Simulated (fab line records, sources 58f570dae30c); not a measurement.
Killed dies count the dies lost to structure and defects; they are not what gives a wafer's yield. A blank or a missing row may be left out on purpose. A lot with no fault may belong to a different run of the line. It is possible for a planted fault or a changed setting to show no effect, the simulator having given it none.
Which of the tools did it?	flow berkeley-cmos170	42 wafers from 14 lots sampled at 5 of the route's 331 steps

== WHAT THE GAUGES READ, wafer by wafer ==
UCB170_PLDD_CD_MEAS_06: the cd target is 1200 nm.
lot	measured	on	cd-nm (nm)
L812	day 6 22:04	cd-sem-02	1202.3 1202.5 1201.7
L814	day 6 22:19	cd-sem-01	1199.8 1200.4 1200.8
L817	day 7 23:10	cd-sem-02	1198.4 1196.5 1198.0
L819	day 8 08:07	cd-sem-02	1202.7 1201.1 1200.8
L821	day 8 07:36	cd-sem-02	1199.1 1199.3 1198.5
L820	day 8 16:02	cd-sem-01	1198.2 1197.7 1197.8
L823	day 9 08:22	cd-sem-02	1198.7 1199.9 1199.7
L822	day 9 05:46	cd-sem-02	1201.4 1201.0 1199.6
L824	day 9 08:38	cd-sem-02	1201.2 1200.3 1200.1
L826	day 9 15:19	cd-sem-01	1200.1 1200.1 1198.8
L827	day 9 19:51	cd-sem-02	1198.8 1199.8 1197.7
L829	day 10 00:33	cd-sem-01	1198.4 1199.2 1198.4
L831	day 10 21:20	cd-sem-02	1200.3 1200.0 1199.5
L833	day 10 21:41	cd-sem-02	1202.0 1203.4 1202.8

UCB170_SDANNEAL_RS_MEAS_04: measurement is done with a four-point probe.
lot	measured	on	PLDD_RS (ohm/sq)
L812	day 7 12:02	film-metro-01	1030.2 1028.9 1029.5
L814	day 7 12:36	film-metro-01	1033.0 1029.8 1030.5
L817	day 8 13:38	film-metro-01	1033.6 1034.4 1031.7
L819	day 8 20:44	film-metro-04	1032.2 1035.0 1035.0
L821	day 8 20:43	film-metro-02	1026.6 1028.0 1029.2
L820	day 9 03:23	film-metro-01	1030.6 1029.5 1031.1
L823	day 9 19:34	film-metro-04	1031.3 1028.5 1028.8
L822	day 9 17:47	film-metro-02	1029.5 1031.6 1030.7
L824	day 9 20:03	film-metro-02	1034.6 1033.4 1034.9
L826	day 10 03:40	film-metro-04	1034.7 1034.6 1032.3
L827	day 10 06:47	film-metro-02	1031.0 1033.3 1034.5
L829	day 10 12:15	film-metro-04	1032.8 1033.2 1032.3
L831	day 11 10:02	film-metro-01	1034.8 1033.4 1037.4
L833	day 11 10:23	film-metro-04	1031.3 1030.9 1034.2

UCB170_M1_CD_MEAS_90: the cd target is 700 nm.
lot	measured	on	cd-nm (nm)
L812	day 7 20:49	cd-sem-02	700.5 696.0 700.8
L814	day 7 21:25	cd-sem-02	697.8 700.0 697.4
L817	day 8 21:25	cd-sem-01	697.5 697.6 695.2
L819	day 9 06:36	cd-sem-01	699.9 699.4 699.2
L821	day 9 06:41	cd-sem-02	702.4 701.9 703.0
L820	day 9 10:03	cd-sem-01	700.0 701.8 698.2
L823	day 10 04:35	cd-sem-02	702.1 703.8 706.0
L822	day 10 01:06	cd-sem-02	702.4 703.8 699.4
L824	day 10 04:44	cd-sem-01	702.3 698.8 699.9
L826	day 10 11:16	cd-sem-02	- - -
L827	day 10 15:13	cd-sem-02	- - -
L829	day 10 18:54	cd-sem-02	693.6 698.7 694.2
L831	day 11 18:44	cd-sem-02	698.2 700.0 700.0
L833	day 11 18:58	cd-sem-02	704.8 705.1 700.7

== EACH LOT AND THE TOOL THAT RAN IT (in order: tool; ch and the chambers of the sampled wafers; start) ==
lot	UCB170_ACTIVE_STRIP_16	UCB170_M1_METAL_ETCH_12
L812	plasma-asher-01 ch 0, day 4 19:13	rie-metal-02 ch 0,1, day 7 20:35
L814	plasma-asher-02 ch 0,1, day 4 23:07	rie-metal-02 ch 0,1, day 7 21:07
L817	plasma-asher-01 ch 0,1, day 5 23:20	rie-metal-04 ch 0,1, day 8 21:10
L819	plasma-asher-02 ch 0,1, day 6 06:25	rie-metal-02 ch 0,1, day 9 04:15
L821	plasma-asher-04 ch 0,1, day 6 08:07	rie-metal-04 ch 0,1, day 9 04:31
L820	plasma-asher-04 ch 0, day 6 15:57	rie-metal-03 ch 0,1, day 9 09:48
L823	plasma-asher-02 ch 0, day 6 23:52	rie-metal-03 ch 1, day 10 04:13
L822	plasma-asher-01 ch 0,1, day 7 00:22	rie-metal-02 ch 0,1, day 10 00:51
L824	plasma-asher-02 ch 0,1, day 7 05:51	rie-metal-04 ch 0,1, day 10 04:31
L826	plasma-asher-04 ch 0,1, day 7 14:07	rie-metal-04 ch 1, day 10 11:01
L827	plasma-asher-04 ch 0, day 7 19:55	rie-metal-02 ch 1, day 10 14:58
L829	plasma-asher-01 ch 0,1, day 8 01:31	rie-metal-03 ch 0,1, day 10 18:39
L831	plasma-asher-04 ch 0,1, day 8 22:23	rie-metal-03 ch 0,1, day 11 18:30
L833	plasma-asher-02 ch 0,1, day 9 00:28	rie-metal-02 ch 0,1, day 11 18:43
- UCB170_ACTIVE_STRIP_16: strips in O2.
- UCB170_M1_METAL_ETCH_12: etches Al in Cl2/BCl3, stops on PSG, target depth 780 nm, time 130 s.

== AS READ BY THE TOOLS THEMSELVES (means over the sampled wafers that have a number; for cases with no such wafer, the mark the record gives instead) ==
UCB170_ACTIVE_STRIP_16.
lot	tool	drypump-motor-current-A (A)	oes-product-au (a.u.)	strip-time-to-endpoint-s (s)
L812	plasma-asher-01	5.0	0.719	18.01
L814	plasma-asher-02	5.5	0.722	18.05
L817	plasma-asher-01	5.3	0.721	18.03
L819	plasma-asher-02	5.5	0.722	18.03
L821	plasma-asher-04	6.0	0.722	18.17
L820	plasma-asher-04	6.2	0.721	18.11
L823	plasma-asher-02	5.4	0.723	17.98
L822	plasma-asher-01	5.6	0.723	18.02
L824	plasma-asher-02	5.7	0.720	18.07
L826	plasma-asher-04	6.0	0.719	18.13
L827	plasma-asher-04	6.2	0.722	18.05
L829	plasma-asher-01	5.3	0.720	18.09
L831	plasma-asher-04	5.7	0.720	18.14
L833	plasma-asher-02	5.7	0.722	18.06

UCB170_M1_METAL_ETCH_12.
lot	tool	bcl3-flow-sccm (sccm)	bias-w (W)	drypump-motor-current-A (A)	oes-product-au (a.u.)	throttle-valve-pct (%)
L812	rie-metal-02	44.95	119.9	5.5	0.871	24.89
L814	rie-metal-02	45.20	119.8	5.6	0.877	24.78
L817	rie-metal-04	45.14	119.6	5.1	0.836	24.43
L819	rie-metal-02	44.89	119.8	5.6	0.870	24.78
L821	rie-metal-04	44.99	120.2	5.1	0.832	24.42
L820	rie-metal-03	45.07	120.2	4.7	0.841	24.61
L823	rie-metal-03	45.11	119.8	4.7	0.837	24.58
L822	rie-metal-02	45.17	119.9	5.6	0.871	24.78
L824	rie-metal-04	44.82	120.1	5.1	0.825	24.43
L826	rie-metal-04	-	-	-	-	-
L827	rie-metal-02	-	-	-	-	-
L829	rie-metal-03	44.87	120.1	4.7	0.850	24.66
L831	rie-metal-03	44.83	119.9	4.7	0.847	24.61
L833	rie-metal-02	45.05	120.1	5.5	0.878	24.89

== THE ANSWER, worked out from the rows above alone ==
Rule: usual is defined by the lots themselves. The widest of any qualifying gaps counts: lots, ordered by their means at a reading, are off when they make up no more than a third of the lots, leave a main group of 4 or more, and stand apart from it by 3 or more times the standard deviation of that group's means. Not used: any main group whose means are identical at the precision the tables above print for the reading. A lot without any number at a reading at which 4 lots or more have one is off too. All remaining lots with rows at the step are treated as sound. After the gauges, taken in route order, come the tools' own readings; for these a lot's mean is taken, as printed above. The first step at which some lot is off is used, and at that step the reading that is off furthest; a lot without a number counts as furthest.
Off: L826, L827, at UCB170_M1_CD_MEAS_90 (cd-nm). Without a number there: L826, L827. Mean 700.1 nm and standard deviation 2.5 in the main group.
A tool fits if, at a process step before that reading, it ran every lot that is off, and no sound lot after the first of them. The gauges at UCB170_M1_CD_MEAS_90 aren't tried: what is off there is off at UCB170_M1_METAL_ETCH_12 too, on other tools, and a gauge's error can't cause that. Of those tried, none fits.

== WHAT HAD BEEN PUT IN BY THE SIMULATOR ==
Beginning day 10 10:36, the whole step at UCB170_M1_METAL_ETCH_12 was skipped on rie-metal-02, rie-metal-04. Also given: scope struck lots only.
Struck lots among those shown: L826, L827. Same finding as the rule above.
